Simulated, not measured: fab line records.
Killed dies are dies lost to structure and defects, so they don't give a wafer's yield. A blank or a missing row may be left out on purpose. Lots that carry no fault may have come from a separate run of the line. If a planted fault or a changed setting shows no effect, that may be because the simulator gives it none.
Which tool did it? :: flow berkeleyCmos170 :: 7 lots with 21 wafers sampled at 2 steps, on a route of 331 steps

== WHAT THE GAUGES READ, wafer by wafer ==
UCB170_SDANNEAL_RS_MEAS_04: measures by four-point-probe.
lot: L917
measured: day 7 03:49
on: filmMetro-03
PLDD_RS (ohm/sq): 1031.0 1033.7 1035.9

lot: L920
measured: day 8 05:36
on: filmMetro-02
PLDD_RS (ohm/sq): 1032.7 1034.4 1029.8

lot: L923
measured: day 8 17:42
on: filmMetro-04
PLDD_RS (ohm/sq): 1029.4 1027.2 1030.9

lot: L932
measured: day 9 20:51
on: filmMetro-02
PLDD_RS (ohm/sq): 1058.6 1057.7 1061.3

lot: L935
measured: day 10 08:34
on: filmMetro-03
PLDD_RS (ohm/sq): 1029.8 1032.0 1032.6

lot: L937
measured: day 11 10:56
on: filmMetro-02
PLDD_RS (ohm/sq): 1031.3 1030.5 1032.1

lot: L939
measured: day 11 21:46
on: filmMetro-03
PLDD_RS (ohm/sq): 1032.3 1034.5 1031.7

== WHAT TOOL EACH LOT RAN ON (gives the tool, then ch and the chambers of the sampled wafers, and finally the start) ==
lot: L917
UCB170_PLDD_IMPLANT_09: implanter-03 ch 0, day 6 15:38

lot: L920
UCB170_PLDD_IMPLANT_09: implanter-03 ch 0, day 7 13:26

lot: L923
UCB170_PLDD_IMPLANT_09: implanter-03 ch 0, day 8 06:31

lot: L932
UCB170_PLDD_IMPLANT_09: implanter-04 ch 0, day 9 07:24

lot: L935
UCB170_PLDD_IMPLANT_09: implanter-01 ch 0, day 9 16:40

lot: L937
UCB170_PLDD_IMPLANT_09: implanter-01 ch 0, day 10 21:34

lot: L939
UCB170_PLDD_IMPLANT_09: implanter-03 ch 0, day 11 09:58
- UCB170_PLDD_IMPLANT_09

== THE ANSWER, worked out from the rows above alone ==
Rule: what is usual is taken from the lots themselves. The widest of any qualifying gaps counts: lots, ordered by their means at a reading, are off when they make up no more than a third of the lots, leave a main group of 4 or more, and stand apart from it by 3 or more times the standard deviation of that group's means. If all means in a main group match to the digits the tables above print for the reading, that group is not used. Also off: a lot with no number at a reading for which 4 or more lots have one. The other lots that the step has rows for count as sound.
Off: at UCB170_SDANNEAL_RS_MEAS_04 (PLDD_RS), L932. The main group has a mean of 1031.8 ohm/sq with a standard deviation of 1.4.
If a tool, at a process step before that reading, ran all the lots that are off and no sound lot after the first of them, it fits. Gauges at UCB170_SDANNEAL_RS_MEAS_04: tried the same way as those tools. One candidate fits, namely implanter-04 at UCB170_PLDD_IMPLANT_09. It ran no sound lot before its first lot that is off in this sample, so the start can't be narrowed down.

== WHAT WAS PUT IN BY THE SIMULATOR ==
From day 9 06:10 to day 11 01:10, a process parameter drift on implanter-04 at UCB170_PLDD_IMPLANT_09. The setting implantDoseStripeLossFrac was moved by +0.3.
Shown lots that were struck: L932. The rule given above showed the same thing.
